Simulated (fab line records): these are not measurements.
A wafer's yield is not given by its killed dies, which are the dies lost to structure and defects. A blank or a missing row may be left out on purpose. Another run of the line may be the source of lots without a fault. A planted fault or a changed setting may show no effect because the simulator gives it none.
8D (eight disciplines) problem report, filled in by code | flow berkeley_cmos170 | the parts of the form that need people (team, actions taken, sign-off) are left out

== 1. WHAT IS WRONG ==
NSD_TW at UCB170_NSD_TW_MEAS_10 reads a mean of 3963 on 6 wafers of 2 lots; wafers without a fault read 4158 with a standard deviation of 37. Measured from the usual mean, that is -5.3 standard deviations.
The first sign was on wafer L702.2 at day 11 04:49, on film_metro-03. The record has a number at this step for 42 wafers belonging to 14 lots. Rule for "out", or "out of limits": more than 4 standard deviations from the usual mean. Any other wafer with a number is counted as sound.

== 2. WHAT IT IS; WHAT IT IS NOT ==
question                    | is                     | is not
which readings at this step | NSD_TW                 | -
which lots                  | L702, L703             | L689, L690, L691, L693, L695, L696, L697, L698, L701, L705, L709, L710
which wafers of those lots  | all that have a number | -
read on which gauges        | film_metro-03          | film_metro-01, film_metro-02
when                        | from day 11 04:49      | up to then (30 sound wafers); but 6 sound wafers of L709, L710 came after

== 3. SUSPECTS, AND WHAT RULES EACH OUT ==
Counting: a tool at a process step up to the reading stays a suspect if it ran every lot that is out and no sound lot after the first of them.
- ruled out: the gauge at UCB170_NSD_TW_MEAS_10. All the wafers that are out were read on film_metro-03, but those of them that UCB170_NSD_IMPLANT_08 has rows for are out there too, on other tools.
- implanter-01 at UCB170_NSD_IMPLANT_08: kept. It processed each lot that is out, first L702 at day 11 04:34, and no sound lot thereafter; up to then, the last sound lot it processed was L696 at day 10 12:38. Out on those wafers are its own readings of dose_ions_cm2, faraday_current_uA.
Left after counting: implanter-01 at UCB170_NSD_IMPLANT_08.

== 4. THE CAUSE (what the simulator had put in) ==
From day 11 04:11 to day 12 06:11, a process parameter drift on implanter-01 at UCB170_NSD_IMPLANT_08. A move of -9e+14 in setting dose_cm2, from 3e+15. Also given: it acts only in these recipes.
The count eliminated every tool but this one.

== 5. SEQUENCE OF EFFECTS, ordered by route ==
Each row: a reading where the mean over the struck wafers with a number is more than 3 standard deviations away from the usual. Scope: only readings with a usual standard deviation given in the record; hours: median across lots of the time from each lot's start at the first step in this table that gives one to its start at this step; sigmas: change in usual standard deviations.
hours | step                       | reading                   | usual         | on struck wafers | change    | sigmas
0     | UCB170_NSD_IMPLANT_08      | dose_ions_cm2             | 3e+15         | 2e+15            | -9e+14    | -99 or more
0     | UCB170_NSD_IMPLANT_08      | end_station_pressure_torr | 1.25e-05 Torr | 1.03e-05         | -2.20e-06 | -3.4
0     | UCB170_NSD_IMPLANT_08      | faraday_current_uA        | 9274          | 6562             | -2712     | -14
0     | UCB170_NSD_STRIP_09        | oes_product_au            | 0.534 a.u.    | 0.561            | +0.027    | +5.8
0     | UCB170_NSD_STRIP_09        | strip_time_to_endpoint_s  | 35.82 s       | 32.51            | -3.31     | -47
0     | UCB170_NSD_TW_MEAS_10      | NSD_TW                    | 4158          | 3963             | -195      | -5.3
2     | UCB170_SDANNEAL_RS_MEAS_03 | NSD_RS                    | 37.29 ohm/sq  | 45.19            | +7.90     | +79
Process steps it contains:
- UCB170_NSD_IMPLANT_08
- UCB170_NSD_STRIP_09: strips in O2.

== 6. WHAT WOULD HAVE CAUGHT IT SOONER ==
In this record the first reading out of limits at a measuring or inspecting step was taken at day 11 04:49, 1 hour after the fault began at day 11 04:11.
At UCB170_NSD_IMPLANT_08, the tool's own readings (dose_ions_cm2, faraday_current_uA) were out on each struck wafer the step has a row for, so an alarm limit on them would have fired on the first such wafer.
Lots out: 2; of these, L703 started UCB170_NSD_IMPLANT_08 on implanter-01 after day 11 04:49. A hold on the tool at that time would have spared it.
